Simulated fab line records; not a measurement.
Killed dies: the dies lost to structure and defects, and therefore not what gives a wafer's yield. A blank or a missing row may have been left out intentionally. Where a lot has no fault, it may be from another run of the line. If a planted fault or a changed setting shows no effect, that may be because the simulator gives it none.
Which tool did it? | flow berkeleyCmos170 | 13 lots, 39 wafers sampled, at 3 steps of a route of 331

## WHAT EACH GAUGE READ, for each wafer
UCB170_PFIELD_OVL_MEAS_06. Usual: PFIELD_OVL gives 0 nm (standard deviation 5.9).
lot  | measured    | on         | PFIELD_OVL (nm) | flag
L550 | day 4 19:33 | overlay-02 | 5 -6 -6         | 
L552 | day 5 04:41 | overlay-02 | -3 -8 -6        | 
L551 | day 5 04:52 | overlay-01 | -5 1 2          | 
L554 | day 5 18:23 | overlay-01 | -2 16 3         | 
L557 | day 6 11:25 | overlay-01 | -2 -11 2        | 
L559 | day 6 15:47 | overlay-02 | -3 4 9          | 
L560 | day 6 16:06 | overlay-01 | 3 -1 1          | 
L558 | day 6 16:35 | overlay-01 | - - -           | OFF
L561 | day 6 17:12 | overlay-01 | 19 17 6         | 
L564 | day 7 17:05 | overlay-02 | -6 -11 -4       | 
L570 | day 8 23:56 | overlay-01 | 0 -6 -1         | 
L571 | day 9 08:52 | overlay-02 | -1 -6 8         | 
L573 | day 9 23:29 | overlay-02 | -5 -9 -1        | 

UCB170_PFIELD_TW_MEAS_09. Usual: PFIELD_TW gives 598 (standard deviation 4.1).
lot  | measured    | on           | PFIELD_TW   | flag
L550 | day 4 19:50 | filmMetro-01 | 595 596 594 | 
L552 | day 5 04:59 | filmMetro-02 | 600 599 599 | 
L551 | day 5 05:10 | filmMetro-01 | 595 598 591 | 
L554 | day 5 18:40 | filmMetro-04 | 600 600 599 | 
L557 | day 6 11:42 | filmMetro-02 | 596 595 597 | 
L559 | day 6 16:04 | filmMetro-02 | 596 593 598 | 
L560 | day 6 16:23 | filmMetro-04 | 606 607 607 | 
L558 | day 6 16:53 | filmMetro-01 | 29 30 30    | OFF
L561 | day 6 17:29 | filmMetro-02 | 598 593 595 | 
L564 | day 7 17:22 | filmMetro-02 | 599 600 599 | 
L570 | day 9 00:14 | filmMetro-01 | 596 601 598 | 
L571 | day 9 09:09 | filmMetro-02 | 596 602 599 | 
L573 | day 9 23:46 | filmMetro-02 | 597 600 597 | 

## TOOL THAT RAN EACH LOT (tool first, then ch and the chambers of the sampled wafers, then the start)
lot  | UCB170_PFIELD_EXPOSE_03
L550 | krfScanner-02 ch 0, day 4 18:34
L552 | krfScanner-02 ch 0, day 5 03:58
L551 | krfScanner-02 ch 0, day 5 04:10
L554 | krfScanner-01 ch 0, day 5 18:00
L557 | krfScanner-02 ch 0, day 6 10:47
L559 | krfScanner-02 ch 0, day 6 14:36
L560 | krfScanner-01 ch 0, day 6 14:58
L558 | krfScanner-02 ch 0, day 6 15:35
L561 | krfScanner-01 ch 0, day 6 16:22
L564 | krfScanner-02 ch 0, day 7 16:40
L570 | krfScanner-02 ch 0, day 8 23:13
L571 | krfScanner-02 ch 0, day 9 07:23
L573 | krfScanner-02 ch 0, day 9 22:25
- UCB170_PFIELD_EXPOSE_03: exposes mask PFIELD, target cd 1500 nm.

## WHAT THE TOOLS THEMSELVES READ (means of the sampled wafers that have a number; where no wafer has one, the mark that the record gives instead)
The record holds no such reading with a usual standard deviation.

## THE ANSWER, worked out from the rows above alone
Rule: a lot counts as off when the mean over its wafers that have a number is more than 3 standard deviations away from the usual mean. Also off: a lot with no number at a reading for which 4 or more lots have one. Any other lot the step has rows for is counted as sound. The gauges are gone through in route order, then the tools' own readings, and for those a lot's mean is taken as printed above. At the first step where some lot is off, the reading lying furthest off is the one used; lots without a number count as furthest.
Off: L558, at UCB170_PFIELD_OVL_MEAS_06 (PFIELD_OVL). Without a number there: L558.
If a tool, at a process step before that reading, ran all the lots that are off and no sound lot after the first of them, it fits. The gauges at UCB170_PFIELD_OVL_MEAS_06 aren't tried: what is off there is off at UCB170_PFIELD_TW_MEAS_09 too, on other tools, and a gauge's error can't cause that. No candidate that was tried fits.

## WHAT THE SIMULATOR HAD PUT IN
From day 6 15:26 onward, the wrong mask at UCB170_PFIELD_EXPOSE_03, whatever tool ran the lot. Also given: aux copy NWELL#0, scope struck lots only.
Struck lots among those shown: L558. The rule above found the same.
